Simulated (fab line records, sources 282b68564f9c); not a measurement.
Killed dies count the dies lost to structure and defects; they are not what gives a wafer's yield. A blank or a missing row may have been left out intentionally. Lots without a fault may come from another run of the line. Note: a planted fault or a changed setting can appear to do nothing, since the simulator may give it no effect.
Problem report, 8D (eight disciplines) form, completed by code -- flow rit cmos -- the parts of the form that need people (team, actions taken, sign-off) are left out

== 1. THE PROBLEM ==
Across 6 wafers from 2 lots, NWELL_RS at RIT_WELLDRIVE_RS_MEAS_01 averages 261.2 ohm/sq, while fault-free wafers read 275.8 ohm/sq with a standard deviation of 0.86. That is -17 standard deviations from the usual mean.
The step: measures by four-point-probe.
First observed at day 3 10:10: wafer L836.3, on film metro-01. The record holds 42 wafers of 14 lots with a number at this step. Rule for "out", or "out of limits": more than 4 standard deviations from the usual mean. All remaining wafers that have a number are taken as sound.

== 2. WHAT IT IS AND WHAT IT IS NOT ==
question,is,is not
which readings at this step,NWELL_RS,-
which lots,"L836, L837","L830, L831, L832, L833, L834, L843, L846, L848, L850, L851, L852, L853"
which wafers of those lots,all that have a number,-
read on which gauges,"film metro-01, film metro-04",film metro-03
when,from day 3 10:10,"up to then (15 sound wafers); but 21 sound wafers of L843, L846, L848, L850, L851, L852, L853 came after"

== 3. SUSPECTS, AND WHAT RULES EACH OUT ==
Counting: any tool at a process step up to the reading is kept as a suspect provided that every lot that is out went through it and no sound lot did after the first of them.
- the gauge at RIT_WELLDRIVE_RS_MEAS_01: ruled out. The wafers that are out were read on 2 gauges (film metro-01, film metro-04).
- furnace-02 at RIT_WELLDRIVE_ANNEAL_00 (time 14700 s): ruled out as a lasting fault. Sound lots L852 ran on it after its first lot that is out, L836 (day 3 05:02).
Left after counting: nothing in the record.

== 4. THE CAUSE (what the simulator had put in) ==
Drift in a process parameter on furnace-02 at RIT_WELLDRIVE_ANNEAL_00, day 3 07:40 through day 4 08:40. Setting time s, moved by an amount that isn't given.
The count ruled it out by mistake, since the rule takes a fault to strike every lot its tool runs from the start of the fault on, and this one did not do so.

== 5. THE CHAIN OF EFFECTS, in route order ==
Rows list readings where the struck wafers' mean (over those with a number) sits beyond 3 standard deviations from the usual. Only readings for which the record gives a usual standard deviation are gone through. hours: the time from each lot's start at the first step in this table that gives one to its start at this step, as a median over the lots. sigmas: the change in usual standard deviations.
hours,step,reading,usual,on struck wafers,change,sigmas
0,RIT_WELLDRIVE_ANNEAL_00,run length s,18264 s,23417,+5153,+99 or more
5,RIT_WELLDRIVE_RS_MEAS_01,NWELL_RS,275.8 ohm/sq,261.2,-14.6,-17
5,RIT_WELLDRIVE_RS_MEAS_02,PWELL_RS,430.7 ohm/sq,415.0,-15.7,-13
Its process steps:
- RIT_WELLDRIVE_ANNEAL_00: time 14700 s.

== 6. WHAT WOULD HAVE CAUGHT IT SOONER ==
The first out-of-limits reading at a measuring or inspecting step in this record came at day 3 10:10, 2 hours after the fault's start at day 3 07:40.
Tool's own readings at RIT_WELLDRIVE_ANNEAL_00, run length s: out on all struck wafers the step has rows for; an alarm limit on them would have tripped on the first.
